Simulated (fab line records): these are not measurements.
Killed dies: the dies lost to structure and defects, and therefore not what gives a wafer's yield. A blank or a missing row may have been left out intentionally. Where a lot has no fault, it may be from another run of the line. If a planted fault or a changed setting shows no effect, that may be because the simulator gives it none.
Which tool was responsible? :: flow rit cmos :: 14 lots with 42 wafers sampled at 4 steps, on a route of 202 steps

WHAT EACH GAUGE READ, for each wafer
RIT_ACTIVE_CD_MEAS_11: the cd target is 1400 nm. Usual: cd nm 1399.6 nm, standard deviation 2.4.
lot: L869
measured: day 1 14:44
on: cd sem-02
cd nm (nm): 1397.5 1396.8 1396.6
flag: 

lot: L870
measured: day 1 19:31
on: cd sem-01
cd nm (nm): 1402.0 1401.2 1401.0
flag: 

lot: L871
measured: day 2 00:55
on: cd sem-02
cd nm (nm): 1401.1 1399.8 1401.1
flag: 

lot: L872
measured: day 2 08:37
on: cd sem-01
cd nm (nm): 1400.4 1399.4 1400.9
flag: 

lot: L873
measured: day 2 16:34
on: cd sem-01
cd nm (nm): 1398.7 1398.0 1397.9
flag: 

lot: L874
measured: day 2 16:53
on: cd sem-01
cd nm (nm): 1402.0 1400.4 1402.1
flag: 

lot: L875
measured: day 2 20:34
on: cd sem-01
cd nm (nm): 1394.7 1395.1 1394.7
flag: 

lot: L880
measured: day 3 21:36
on: cd sem-01
cd nm (nm): 1399.1 1400.1 1400.7
flag: 

lot: L881
measured: day 4 02:28
on: cd sem-02
cd nm (nm): 1398.9 1397.7 1399.8
flag: 

lot: L882
measured: day 4 07:55
on: cd sem-01
cd nm (nm): 1399.8 1399.4 1400.9
flag: 

lot: L885
measured: day 4 22:34
on: cd sem-02
cd nm (nm): 1404.6 1399.6 1401.4
flag: 

lot: L887
measured: day 5 09:07
on: cd sem-02
cd nm (nm): 1405.3 1405.3 1403.9
flag: 

lot: L889
measured: day 5 18:34
on: cd sem-01
cd nm (nm): 1400.3 1402.5 1401.0
flag: 

lot: L890
measured: day 5 23:34
on: cd sem-01
cd nm (nm): 1399.2 1395.1 1397.8
flag: 

RIT_ACTIVE_CD_MEAS_90: the cd target is 1400 nm. Usual: cd nm 1399.7 nm, standard deviation 2.4.
lot: L869
measured: day 1 15:19
on: cd sem-01
cd nm (nm): 1398.0 1396.7 1397.1
flag: 

lot: L870
measured: day 1 20:06
on: cd sem-02
cd nm (nm): 1402.0 1401.2 1401.3
flag: 

lot: L871
measured: day 2 01:30
on: cd sem-02
cd nm (nm): 1400.4 1399.9 1400.7
flag: 

lot: L872
measured: day 2 09:12
on: cd sem-02
cd nm (nm): 1400.2 1399.6 1400.9
flag: 

lot: L873
measured: day 2 17:11
on: cd sem-01
cd nm (nm): 1398.7 1397.8 1397.9
flag: 

lot: L874
measured: day 2 17:28
on: cd sem-02
cd nm (nm): 1401.7 1399.9 1402.3
flag: 

lot: L875
measured: day 2 21:08
on: cd sem-02
cd nm (nm): 1395.1 1395.3 1394.4
flag: 

lot: L880
measured: day 3 22:20
on: cd sem-02
cd nm (nm): 1399.5 1400.2 1400.4
flag: 

lot: L881
measured: day 4 03:02
on: cd sem-01
cd nm (nm): 1399.0 1397.7 1400.3
flag: 

lot: L882
measured: day 4 08:29
on: cd sem-02
cd nm (nm): 1399.5 1399.8 1400.4
flag: 

lot: L885
measured: day 4 23:08
on: cd sem-01
cd nm (nm): 1404.1 1399.6 1401.3
flag: 

lot: L887
measured: day 5 09:41
on: cd sem-02
cd nm (nm): 1405.3 1404.8 1403.7
flag: 

lot: L889
measured: day 5 19:13
on: cd sem-01
cd nm (nm): 1400.5 1402.1 1400.7
flag: 

lot: L890
measured: day 6 00:08
on: cd sem-02
cd nm (nm): 1399.8 1394.5 1398.6
flag: 

RIT_FOX1_THK_MEAS_01. Usual: for FOX1_OXIDE_THK the level is 348 nm and the standard deviation is 6.1.
lot: L869
measured: day 1 17:45
on: film metro-04
FOX1_OXIDE_THK (nm): 348 352 345
flag: 

lot: L870
measured: day 1 23:44
on: film metro-04
FOX1_OXIDE_THK (nm): 355 355 357
flag: 

lot: L871
measured: day 2 05:40
on: film metro-03
FOX1_OXIDE_THK (nm): 346 347 342
flag: 

lot: L872
measured: day 2 11:36
on: film metro-03
FOX1_OXIDE_THK (nm): 352 354 353
flag: 

lot: L873
measured: day 2 19:56
on: film metro-04
FOX1_OXIDE_THK (nm): 341 347 342
flag: 

lot: L874
measured: day 2 19:57
on: film metro-01
FOX1_OXIDE_THK (nm): 340 348 346
flag: 

lot: L875
measured: day 3 02:56
on: film metro-01
FOX1_OXIDE_THK (nm): 345 347 348
flag: 

lot: L880
measured: day 4 00:18
on: film metro-04
FOX1_OXIDE_THK (nm): 338 343 344
flag: 

lot: L881
measured: day 4 06:17
on: film metro-03
FOX1_OXIDE_THK (nm): 347 342 339
flag: 

lot: L882
measured: day 4 10:53
on: film metro-03
FOX1_OXIDE_THK (nm): 385 385 383
flag: OFF

lot: L885
measured: day 5 02:02
on: film metro-04
FOX1_OXIDE_THK (nm): 332 340 343
flag: 

lot: L887
measured: day 5 11:37
on: film metro-03
FOX1_OXIDE_THK (nm): 396 393 388
flag: OFF

lot: L889
measured: day 5 21:47
on: film metro-01
FOX1_OXIDE_THK (nm): 357 356 351
flag: 

lot: L890
measured: day 6 01:56
on: film metro-04
FOX1_OXIDE_THK (nm): 352 346 346
flag: 

TOOL THAT RAN EACH LOT (tool first, then ch and the chambers of the sampled wafers, then the start)
lot: L869
RIT_FOX1_OXIDATION_00: furnace-01 ch 0, day 1 16:26

lot: L870
RIT_FOX1_OXIDATION_00: furnace-01 ch 0, day 1 22:25

lot: L871
RIT_FOX1_OXIDATION_00: furnace-01 ch 0, day 2 04:21

lot: L872
RIT_FOX1_OXIDATION_00: furnace-04 ch 0, day 2 10:16

lot: L873
RIT_FOX1_OXIDATION_00: furnace-02 ch 0, day 2 18:37

lot: L874
RIT_FOX1_OXIDATION_00: furnace-02 ch 0, day 2 18:37

lot: L875
RIT_FOX1_OXIDATION_00: furnace-01 ch 0, day 3 01:38

lot: L880
RIT_FOX1_OXIDATION_00: furnace-01 ch 0, day 3 22:58

lot: L881
RIT_FOX1_OXIDATION_00: furnace-04 ch 0, day 4 04:58

lot: L882
RIT_FOX1_OXIDATION_00: furnace-01 ch 0, day 4 09:35

lot: L885
RIT_FOX1_OXIDATION_00: furnace-02 ch 0, day 5 00:43

lot: L887
RIT_FOX1_OXIDATION_00: furnace-01 ch 0, day 5 10:18

lot: L889
RIT_FOX1_OXIDATION_00: furnace-04 ch 0, day 5 20:28

lot: L890
RIT_FOX1_OXIDATION_00: furnace-02 ch 0, day 6 00:38
- RIT_FOX1_OXIDATION_00: target thk 350.7 nm, ox time 1130 s.

AS READ BY THE TOOLS THEMSELVES (means over the sampled wafers that have a number; for cases with no such wafer, the mark the record gives instead)
The record holds no such reading with a usual standard deviation.

THE ANSWER, worked out from the rows above alone
Rule: take the mean of a lot's wafers that have a number; if it is more than 3 standard deviations from the usual mean, the lot is off. A lot without any number at a reading at which 4 lots or more have one is off too. The other lots that the step has rows for count as sound. First the gauges in route order, then the tools' own readings, where a lot's mean is used as printed above. The first step at which some lot is off is used, and at that step the reading that is off furthest; a lot without a number counts as furthest.
Off: at RIT_FOX1_THK_MEAS_01 (FOX1_OXIDE_THK), L882, L887.
A tool fits if, at a process step before that reading, it ran every lot that is off, and no sound lot after the first of them. Those tools and the gauges at RIT_FOX1_THK_MEAS_01 are tried in the same way. Can't be told from this: 2 tools fit, furnace-01 at RIT_FOX1_OXIDATION_00, film metro-03 at RIT_FOX1_THK_MEAS_01.

WHAT THE SIMULATOR PUT IN
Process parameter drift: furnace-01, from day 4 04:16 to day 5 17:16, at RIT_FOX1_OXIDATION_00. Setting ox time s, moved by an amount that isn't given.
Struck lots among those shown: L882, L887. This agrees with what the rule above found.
